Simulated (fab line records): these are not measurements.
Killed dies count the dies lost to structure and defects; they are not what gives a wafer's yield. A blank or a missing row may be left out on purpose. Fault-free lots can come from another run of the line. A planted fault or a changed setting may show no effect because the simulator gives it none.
Shared-tool check / flow rit_cmos / 54 wafers sampled across 15 lots

REASON FOR OPENING
RIT_PSD_OVL_MEAS_06, reading PSD_OVL: flagged on 3 of 15 lots. Fault-free wafers read 0.0 nm, with a standard deviation of 1.3.
Rule: a lot gets a flag if all its wafers with a number sit over 4 standard deviations from that mean, or if no wafer of it has a number. All remaining lots are regarded as sound.

lot=L668; measured=day 3 00:24; on=overlay-01; PSD_OVL (nm), wafer by wafer=0.0 -0.9 1.3; flag=
lot=L669; measured=day 3 06:29; on=overlay-02; PSD_OVL (nm), wafer by wafer=0.6 2.2 0.4; flag=
lot=L670; measured=day 3 11:50; on=overlay-01; PSD_OVL (nm), wafer by wafer=0.2 -0.9 -0.1; flag=
lot=L671; measured=day 3 16:37; on=overlay-01; PSD_OVL (nm), wafer by wafer=-0.6 -1.7 -0.9; flag=
lot=L672; measured=day 3 21:09; on=overlay-01; PSD_OVL (nm), wafer by wafer=0.1 0.9 0.6; flag=
lot=L673; measured=day 4 01:36; on=overlay-02; PSD_OVL (nm), wafer by wafer=-0.3 0.4 -0.4; flag=
lot=L674; measured=day 4 06:17; on=overlay-02; PSD_OVL (nm), wafer by wafer=0.0 1.1 0.7; flag=
lot=L676; measured=day 4 16:55; on=overlay-01; PSD_OVL (nm), wafer by wafer=3536.1 3536.0 3536.8 3538.3 3538.5 3539.4; flag=FLAGGED
lot=L680; measured=day 5 16:06; on=overlay-02; PSD_OVL (nm), wafer by wafer=3535.0 3537.0 3536.5 3537.3 3539.0 3539.2; flag=FLAGGED
lot=L682; measured=day 6 00:37; on=overlay-02; PSD_OVL (nm), wafer by wafer=0.8 2.0 1.6; flag=
lot=L681; measured=day 6 01:16; on=overlay-02; PSD_OVL (nm), wafer by wafer=3537.4 3537.4 3537.8 3540.1 3539.8 3540.3; flag=FLAGGED
lot=L683; measured=day 6 04:09; on=overlay-01; PSD_OVL (nm), wafer by wafer=-1.1 -0.2 -1.7; flag=
lot=L687; measured=day 7 00:53; on=overlay-02; PSD_OVL (nm), wafer by wafer=-0.3 -1.4 0.1; flag=
lot=L688; measured=day 7 03:51; on=overlay-01; PSD_OVL (nm), wafer by wafer=-0.4 -1.3 -1.5; flag=
lot=L689; measured=day 7 11:01; on=overlay-01; PSD_OVL (nm), wafer by wafer=1.8 2.1 1.8; flag=
Flagged lots average 3537.9 nm: +3537.9 nm relative to the usual, that is +99 or more standard deviations.

WHICH TOOL RAN EACH LOT
The record holds 1 process step before the reading, out of a route of 202 steps. Cell contents, in order: the tool; ch with the chambers the sampled wafers went through; the start.
lot=L668; flag=; RIT_PSD_EXPOSE_03=iline_stepper-01 ch 0, day 3 00:02
lot=L669; flag=; RIT_PSD_EXPOSE_03=iline_stepper-01 ch 0, day 3 06:05
lot=L670; flag=; RIT_PSD_EXPOSE_03=iline_stepper-02 ch 0, day 3 11:26
lot=L671; flag=; RIT_PSD_EXPOSE_03=iline_stepper-01 ch 0, day 3 16:13
lot=L672; flag=; RIT_PSD_EXPOSE_03=iline_stepper-01 ch 0, day 3 20:46
lot=L673; flag=; RIT_PSD_EXPOSE_03=iline_stepper-02 ch 0, day 4 01:12
lot=L674; flag=; RIT_PSD_EXPOSE_03=iline_stepper-02 ch 0, day 4 05:53
lot=L676; flag=FLAGGED; RIT_PSD_EXPOSE_03=iline_stepper-01 ch 0, day 4 16:33
lot=L680; flag=FLAGGED; RIT_PSD_EXPOSE_03=iline_stepper-01 ch 0, day 5 15:42
lot=L682; flag=; RIT_PSD_EXPOSE_03=iline_stepper-02 ch 0, day 6 00:15
lot=L681; flag=FLAGGED; RIT_PSD_EXPOSE_03=iline_stepper-01 ch 0, day 6 00:52
lot=L683; flag=; RIT_PSD_EXPOSE_03=iline_stepper-02 ch 0, day 6 03:45
lot=L687; flag=; RIT_PSD_EXPOSE_03=iline_stepper-02 ch 0, day 7 00:29
lot=L688; flag=; RIT_PSD_EXPOSE_03=iline_stepper-02 ch 0, day 7 03:28
lot=L689; flag=; RIT_PSD_EXPOSE_03=iline_stepper-02 ch 0, day 7 10:37
These steps, and what they do:
- RIT_PSD_EXPOSE_03: exposes mask M10, target cd 40900 nm.
- RIT_PSD_OVL_MEAS_06

FLAGGED AGAINST TOTAL, ONE TOOL AT A TIME (gauges that did the reading follow at the end)
step=RIT_PSD_EXPOSE_03; tool=iline_stepper-01; lots run=7; flagged=3; share of the flagged lots=all; sound lots run after its first flagged lot=0
step=RIT_PSD_EXPOSE_03; tool=iline_stepper-02; lots run=8; flagged=0; share of the flagged lots=none; sound lots run after its first flagged lot=-
step=RIT_PSD_OVL_MEAS_06; tool=overlay-01; lots run=8; flagged=1; share of the flagged lots=some; sound lots run after its first flagged lot=3 (L683,L688,L689)
step=RIT_PSD_OVL_MEAS_06; tool=overlay-02; lots run=7; flagged=2; share of the flagged lots=some; sound lots run after its first flagged lot=2 (L682,L687)

WHAT IS ALLOWED BY THE TABLE
Rows of the table that ran each flagged lot: 1, that is iline_stepper-01 at RIT_PSD_EXPOSE_03.
- iline_stepper-01 at RIT_PSD_EXPOSE_03: 3 of its 7 lots flagged. It ran its last sound lot, L672, at day 3 20:46 and its first flagged lot, L676, at day 4 16:33: a fault with its onset between the two fits.
iline_stepper-01 at RIT_PSD_EXPOSE_03 is the single tool remaining.

WHAT THE SIMULATOR HAD INSERTED
Scanner matching overlay: iline_stepper-01, from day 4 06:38 on, at RIT_PSD_EXPOSE_03. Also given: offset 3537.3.
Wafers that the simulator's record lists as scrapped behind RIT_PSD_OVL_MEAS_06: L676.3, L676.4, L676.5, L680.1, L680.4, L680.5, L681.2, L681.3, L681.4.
Struck lots among those shown: L676, L680, L681. The rule above reached the same finding.
